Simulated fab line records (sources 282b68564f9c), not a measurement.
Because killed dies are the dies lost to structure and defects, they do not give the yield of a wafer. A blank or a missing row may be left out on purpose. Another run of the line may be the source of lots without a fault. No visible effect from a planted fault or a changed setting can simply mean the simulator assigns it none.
One fault through the eyes of 2 desks -- flow rit-cmos -- each desk holds nothing but its own numbers, with what lay behind them at the end

## FROM THE METROLOGY DESK
What the gauges read for every lot (on any tool): the sampled wafers with a number, averaged. The brackets show how far a lot's mean lies from the usual mean; more than 4 standard deviations puts the lot out of limits, marked OUT.
Columns: A = GATE_OVL at RIT_GATE_OVL_MEAS_17, usual 0.6 nm; B = cd-nm at RIT_GATE_CD_MEAS_90, usual 149.8 nm; C = REOX_OXIDE_THK at RIT_REOX_THK_MEAS_04, usual 25.2 nm; D = NLDD_OVL at RIT_NLDD_OVL_MEAS_06, usual -0.7 nm
lot,first seen here,A,B,C,D
L974,day 4 09:52,0.5,152.1,25.3,-2.4
L975,day 4 13:50,2.6,147.6,25.1,-2.3
L976,day 4 17:08,-0.6,152.0,25.5,-0.7
L978,day 5 01:34,1.4,150.3,25.1,-1.5
L982,day 5 21:18,-1.1,149.2,25.5,-0.2
L986,day 6 20:01,1.1,149.9,24.9,-0.7
Finding of this desk: none of the 6 lots has anything out of limits.

## AT THE TOOL OWNER'S DESK: litho-track-03
At RIT_NLDD_SOFTBAKE_02 (time 60 s), the tool's own readings, given per lot that ran on this tool as the mean of the sampled wafers with a number. The brackets show how far a lot's mean lies from the usual mean; more than 4 standard deviations puts the lot out of limits, marked OUT.
Columns: A = chill-plate-temp-C at RIT_NLDD_SOFTBAKE_02, usual 23.00 C; B = heater-power-total-W at RIT_NLDD_SOFTBAKE_02, usual 34.56 W; C = plate-temp-C at RIT_NLDD_SOFTBAKE_02, usual 90.05 C
lot,first seen here,A,B,C
L975,day 4 17:45,23.09,34.51,90.05
L976,day 4 21:35,22.89,32.48 (-40) OUT,86.12 (-30) OUT
L982,day 6 01:17,22.99,32.49 (-40) OUT,86.00 (-31) OUT
This desk's finding: out of limits on L976, L982; first on L976, day 4 21:35 (heater-power-total-W at RIT_NLDD_SOFTBAKE_02). L975: within limits.

## PUT TOGETHER
At day 4 21:35, on L976, L982, the tool owner's desk was in a position to raise an alarm.
Metrology desk: nothing out of limits seen.
The metrology desk holds a record of L976, L982, inside its limits.
Of the lots named, all ran RIT_NLDD_SOFTBAKE_02 on litho-track-03.

## WHAT THE SIMULATOR HAD INSERTED
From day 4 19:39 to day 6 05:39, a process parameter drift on litho-track-03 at RIT_NLDD_SOFTBAKE_02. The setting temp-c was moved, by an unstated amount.
Lots struck among those shown: L976, L982.
Delay in hours, fault start to first out-of-limits reading, by desk: the tool owner's desk at 2.
